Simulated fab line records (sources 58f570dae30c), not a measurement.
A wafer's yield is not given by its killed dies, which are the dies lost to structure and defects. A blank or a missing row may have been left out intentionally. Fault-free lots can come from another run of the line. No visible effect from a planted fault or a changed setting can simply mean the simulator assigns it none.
Struck lot and sound lot, side by side | flow berkeley cmos170 | 14 out of 331 route steps
Sound: the wafers L270.1, L270.4, L270.6. The struck wafers were L282.2, L282.5, L282.6. Last of all comes the cause.
At each step with rows: each side's tool, then ch and its chambers, then its first start. Under that, the readings that differ: sound wafers | struck wafers | difference of the means | sigmas: that difference in standard deviations of wafers without a fault.
alike: readings whose means differ by less than 2 such deviations, and words and numbers that are the same on both sides. not compared: withheld readings, readings that some wafer has no value for, bounds like >300 that may hide the same value, and numbers for which the record gives no deviation and whose values overlap.
The two part at a step that has a row with sigmas, a row that says differs or no value, or rows on one side only. When numbers do not overlap yet have no deviation, they are printed without sigmas and do not part them. A reading missing from all wafers of one side parts the sides only when that side holds two or more wafers.

first, 2 steps without rows for these wafers: UCB170_NWELL_ANNEAL_03 (time 900 s); UCB170_NWELL_CVD_04 (deposits Si3N4 from SiH2Cl2/NH3, target thk 224 nm, time 3360 s).
UCB170_NWELL_THK_MEAS_05:
  sound: film metro-03 at day 2 13:44; struck: film metro-03 at day 4 23:55
  reading                | sound             | struck            | difference | sigmas
  NWELL_NITRIDE_THK (nm) | 222.9 220.4 221.3 | 226.9 226.7 226.7 | +5.2       | +3
then, 6 steps without rows for these wafers: UCB170_NWELL_HMDS_06 (prime time 60 s); UCB170_NWELL_COAT_07 (resist thk 900 nm); UCB170_NWELL_SOFTBAKE_08 (time 60 s); UCB170_NWELL_EXPOSE_09 (exposes mask NWELL, target cd 3000 nm); UCB170_NWELL_PEB_10; UCB170_NWELL_DEVELOP_11 (develop time 45 s).
UCB170_NWELL_OVL_MEAS_12:
  sound: overlay-01 at day 2 15:00; struck: overlay-01 at day 5 01:33
  alike: NWELL_OVL
UCB170_NWELL_ETCH_13: etches Si3N4 in CH3F/Ar/O2, stops on SiO2, target depth 246.4 nm, time 154 s.
  sound on rie diel-01 ch 2,3, day 2 15:02; struck on rie diel-02 ch 0,1,3, day 5 01:35
  reading               | sound             | struck            | difference | sigmas
  oes product au (a.u.) | 0.921 0.936 0.898 | 0.958 0.942 0.948 | +0.031     | +2
  alike: drypump motor current A, mfc ar sccm, throttle valve pct
  not compared: rf hours counter h
following that, these wafers have no rows for 1 step: UCB170_NWELL_IMPLANT_14.
UCB170_NWELL_STRIP_15: strips in O2.
  sound on plasma asher-03 ch 0,1, day 2 15:17; struck on plasma asher-04 ch 0,1, day 5 01:50
  no value came back on the struck wafers for chamber pressure mTorr (mTorr), drypump motor current A (A), oes product au (a.u.), strip time to endpoint s (s); on the sound wafers chamber pressure mTorr (mTorr) reads 3498 3505 3499
  reading                                | sound | struck            | difference | sigmas
  model.KrF_of_NWELL_COAT_07.thk nm (nm) | 0 0 0 | 720.2 719.1 717.7 | +719.0     |
  not compared: rf hours counter h
UCB170_NWELL_TW_MEAS_16:
  sound: film metro-04 at day 2 15:23; struck: film metro-01 at day 5 01:56
  alike: NWELL_TW

## WHERE THEY PART
Last at UCB170_NWELL_STRIP_15 as far as this record goes, first at UCB170_NWELL_THK_MEAS_05. Later steps at which nothing parts them and some readings are alike: UCB170_NWELL_TW_MEAS_16.

WHY: whatever the simulator had introduced
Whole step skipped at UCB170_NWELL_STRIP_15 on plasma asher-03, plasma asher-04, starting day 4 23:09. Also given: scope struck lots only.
